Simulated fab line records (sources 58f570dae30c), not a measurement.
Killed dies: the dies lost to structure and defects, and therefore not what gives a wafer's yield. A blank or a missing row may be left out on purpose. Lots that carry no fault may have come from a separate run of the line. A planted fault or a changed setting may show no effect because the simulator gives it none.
Matching of chambers || flow berkeley-cmos170 || UCB170_V2_CMP_02 on cmp-01: 4 sister chambers
The step polishes SiO2. 14 wafers are shown with their chamber, then 7 later ones without.

## WAFERS WITH THEIR CHAMBER
{"wafer": "L265.1", "chamber": 2, "motor-current-A (A)": 15.7, "edge-zone-pressure-frac": 1.002, "head-pressure-psi (psi)": 5.991}
{"wafer": "L265.3", "chamber": 3, "motor-current-A (A)": 13.3, "edge-zone-pressure-frac": 1.002, "head-pressure-psi (psi)": 6.009}
{"wafer": "L265.6", "chamber": 3, "motor-current-A (A)": 13.6, "edge-zone-pressure-frac": 1.002, "head-pressure-psi (psi)": 6.022}
{"wafer": "L266.3", "chamber": 2, "motor-current-A (A)": 14.4, "edge-zone-pressure-frac": 0.999, "head-pressure-psi (psi)": 5.992}
{"wafer": "L266.5", "chamber": 0, "motor-current-A (A)": 16.6, "edge-zone-pressure-frac": 0.988, "head-pressure-psi (psi)": 6.004}
{"wafer": "L266.6", "chamber": 1, "motor-current-A (A)": 16.2, "edge-zone-pressure-frac": 0.999, "head-pressure-psi (psi)": 6.018}
{"wafer": "L268.3", "chamber": 0, "motor-current-A (A)": 17.1, "edge-zone-pressure-frac": 0.991, "head-pressure-psi (psi)": 6.006}
{"wafer": "L268.4", "chamber": 1, "motor-current-A (A)": 16.2, "edge-zone-pressure-frac": 0.996, "head-pressure-psi (psi)": 5.990}
{"wafer": "L268.6", "chamber": 2, "motor-current-A (A)": 14.4, "edge-zone-pressure-frac": 0.993, "head-pressure-psi (psi)": 6.000}
{"wafer": "L282.1", "chamber": 1, "motor-current-A (A)": 15.7, "edge-zone-pressure-frac": 0.996, "head-pressure-psi (psi)": 6.012}
{"wafer": "L282.5", "chamber": 2, "motor-current-A (A)": 14.8, "edge-zone-pressure-frac": 1.000, "head-pressure-psi (psi)": 5.996}
{"wafer": "L282.6", "chamber": 1, "motor-current-A (A)": 16.4, "edge-zone-pressure-frac": 0.998, "head-pressure-psi (psi)": 6.019}
{"wafer": "L281.2", "chamber": 1, "motor-current-A (A)": 16.1, "edge-zone-pressure-frac": 0.999, "head-pressure-psi (psi)": 6.009}
{"wafer": "L281.4", "chamber": 3, "motor-current-A (A)": 14.3, "edge-zone-pressure-frac": 0.999, "head-pressure-psi (psi)": 6.005}

SIGNATURES (averages over the wafers above)
{"reading": "motor-current-A", "chamber 0": 16.850, "chamber 1": 16.120, "chamber 2": 14.825, "chamber 3": 13.733, "scatter within a chamber": 0.452}
{"reading": "edge-zone-pressure-frac", "chamber 0": 0.98950, "chamber 1": 0.99760, "chamber 2": 0.99850, "chamber 3": 1.00100, "scatter within a chamber": 0.00254}
{"reading": "head-pressure-psi", "chamber 0": 6.00500, "chamber 1": 6.00960, "chamber 2": 5.99475, "chamber 3": 6.01200, "scatter within a chamber": 0.00872}
Rule: for each reading, subtract the chamber's mean from the wafer's reading, divide by that reading's scatter and square the result; add these up over the readings and take the root, which gives the wafer's distance from the chamber. The wafer belongs to the nearest chamber; if the next one is less than 2 further off, it can't be placed. The scatter is the square root of a quotient: the sum, over the shown wafers, of each reading's squared deviation from its chamber's mean, divided by wafers minus chambers.

## WAFERS WITH NO CHAMBER GIVEN
{"wafer": "L281.5", "motor-current-A (A)": 13.2, "edge-zone-pressure-frac": 1.003, "head-pressure-psi (psi)": 5.989}
{"wafer": "L287.2", "motor-current-A (A)": 17.0, "edge-zone-pressure-frac": 1.003, "head-pressure-psi (psi)": 6.012}
{"wafer": "L287.3", "motor-current-A (A)": 13.8, "edge-zone-pressure-frac": 1.004, "head-pressure-psi (psi)": 5.998}
{"wafer": "L287.6", "motor-current-A (A)": 14.7, "edge-zone-pressure-frac": 1.003, "head-pressure-psi (psi)": 6.013}
{"wafer": "L286.1", "motor-current-A (A)": 13.1, "edge-zone-pressure-frac": 1.003, "head-pressure-psi (psi)": 5.990}
{"wafer": "L286.4", "motor-current-A (A)": 16.7, "edge-zone-pressure-frac": 0.986, "head-pressure-psi (psi)": 5.969}
{"wafer": "L286.5", "motor-current-A (A)": 13.7, "edge-zone-pressure-frac": 0.994, "head-pressure-psi (psi)": 5.999}

## EACH ONE'S CHAMBER
{"wafer": "L281.5", "from the rows above": "can't be placed: 3 or 2", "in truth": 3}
{"wafer": "L287.2", "from the rows above": 1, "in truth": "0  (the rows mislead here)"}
{"wafer": "L287.3", "from the rows above": "can't be placed: 3 or 2", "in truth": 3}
{"wafer": "L287.6", "from the rows above": "can't be placed: 3 or 2 or 1", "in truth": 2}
{"wafer": "L286.1", "from the rows above": "can't be placed: 3 or 2", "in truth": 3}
{"wafer": "L286.4", "from the rows above": 0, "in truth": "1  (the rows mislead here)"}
{"wafer": "L286.5", "from the rows above": "can't be placed: 2 or 3", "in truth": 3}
Correctly placed: 0 of 7. Not placeable from these rows: 5 (in 5, the candidates include the true chamber). Placed wrongly: 2.
